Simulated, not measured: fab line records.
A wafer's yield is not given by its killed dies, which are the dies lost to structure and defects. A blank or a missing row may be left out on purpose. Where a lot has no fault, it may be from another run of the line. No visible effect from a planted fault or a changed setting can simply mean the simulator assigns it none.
A lot that was struck, set against a sound lot | flow berkeley cmos170 | 17 out of 331 route steps
Sound: wafers L173.3, L173.4, L173.6. The struck wafers were L183.1, L183.5, L183.6. Last of all comes the cause.
Order at every step that has rows: each side's tool, ch and its chambers, its first start. Under that, the readings that differ: sound wafers | struck wafers | difference of the means | sigmas: that difference in standard deviations of wafers without a fault.
alike: readings whose means differ by less than 2 such deviations, and words and numbers that are the same on both sides. not compared: withheld readings, readings that some wafer has no value for, bounds like >300 that may hide the same value, and numbers for which the record gives no deviation and whose values overlap.
Wherever a step has rows on one side only, a row that says differs or no value, or a row with sigmas, the two part there. When numbers do not overlap yet have no deviation, they are printed without sigmas and do not part them. A reading missing from all wafers of one side parts the sides only when that side holds two or more wafers.

UCB170_NVT_OVL_MEAS_06:
  sound: overlay-02 at day 7 20:51; struck: overlay-01 at day 10 09:28
  alike: NVT_OVL
following that, these wafers have no rows for 1 step: UCB170_NVT_IMPLANT_07.
UCB170_NVT_STRIP_08: strips in O2.
  sound on plasma asher-04 ch 0,1, day 7 21:04; struck on plasma asher-01 ch 0,1, day 10 09:39
  alike: drypump motor current A, oes product au, strip time to endpoint s
  not compared: rf hours counter h
UCB170_NVT_TW_MEAS_09:
  sound: film metro-02 at day 7 21:09; struck: film metro-01 at day 10 09:45
  alike: NVT_TW
then, 7 steps without rows for these wafers: UCB170_NVT_CLEAN_10 (cleans in SPM, time 600 s); UCB170_PVT_HMDS_00 (prime time 60 s); UCB170_PVT_COAT_01 (resist thk 900 nm); UCB170_PVT_SOFTBAKE_02 (time 60 s); UCB170_PVT_EXPOSE_03 (exposes mask NWELL, target cd 3000 nm); UCB170_PVT_PEB_04; UCB170_PVT_DEVELOP_05 (develop time 45 s).
UCB170_PVT_OVL_MEAS_06:
  sound: overlay-02 at day 7 23:41; struck: overlay-02 at day 10 11:11
  alike: PVT_OVL
UCB170_PVT_IMPLANT_07:
  sound on implanter-03 ch 0, day 7 23:46; struck on implanter-01 ch 0, day 10 11:13
  reading            | sound            | struck         | difference | sigmas
  beam on s (s)      | 9.87 10.04 10.19 | 7.51 7.66 7.72 | -2.40      | -13
  faraday current uA | 6.43 6.32 6.22   | 8.41 8.25 8.25 | +1.98      | +16
  alike: beam energy keV
UCB170_PVT_STRIP_08: strips in O2.
  sound on plasma asher-02 ch 0,1, day 7 23:53; struck on plasma asher-01 ch 0,1, day 10 11:22
  alike: drypump motor current A, oes product au, strip time to endpoint s
  not compared: rf hours counter h
UCB170_PVT_TW_MEAS_09:
  sound: film metro-04 at day 7 23:59; struck: film metro-04 at day 10 11:28
  reading | sound       | struck      | difference | sigmas
  PVT_TW  | 503 505 505 | 460 461 464 | -43        | -9
then, 1 step without rows for these wafers: UCB170_GATE_WET_ETCH_00 (etches SiO2 in dHF, time 200 s).
-- the record jumps here: 2 days lie between the struck wafers' starts before and after (it left off in module GATE and takes up again in module M3, whose first step shown is number 331 of the route) --
UCB170_M3_PROBE_99:
  sound: prober-01 at day 10 11:44; struck: prober-02 at day 12 16:16
  reading                              | sound               | struck | difference | sigmas
  model.etest.pmos_0p6.r on ohm um     | 8263 8135 8213      | 8360   | +156       |
  model.etest.pmos turned.drive ua um  | 307.7 314 313.3     | 306.9  | -4.8       |
  model.etest.pmos_0p35.drive ua um    | 294.1 301.8 297.4   | 293.1  | -4.7       |
  model.etest.pmos_0p6.drive ua um     | 167.4 171.6 167.9   | 165.8  | -3.2       |
  model.etest.pmos narrow.drive ua um  | 145.7 149.5 150.6   | 144    | -5         |
  model.etest.pmos_0p35.off log10 a um | -11.35 -11.32 -11.3 | -10.55 | +0.77      |
  model.etest.ring.delay ps            | 47.81 47.92 47.99   | 48.17  | +0.26      |
  not compared: model.etest.pmos_0p35.r on ohm um

== WHERE THEY PART ==
Earliest at UCB170_PVT_IMPLANT_07; latest, in this record, at UCB170_PVT_TW_MEAS_09.

WHY: whatever the simulator had introduced
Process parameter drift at UCB170_PVT_IMPLANT_07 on implanter-01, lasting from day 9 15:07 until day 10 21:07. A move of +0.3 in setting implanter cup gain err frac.
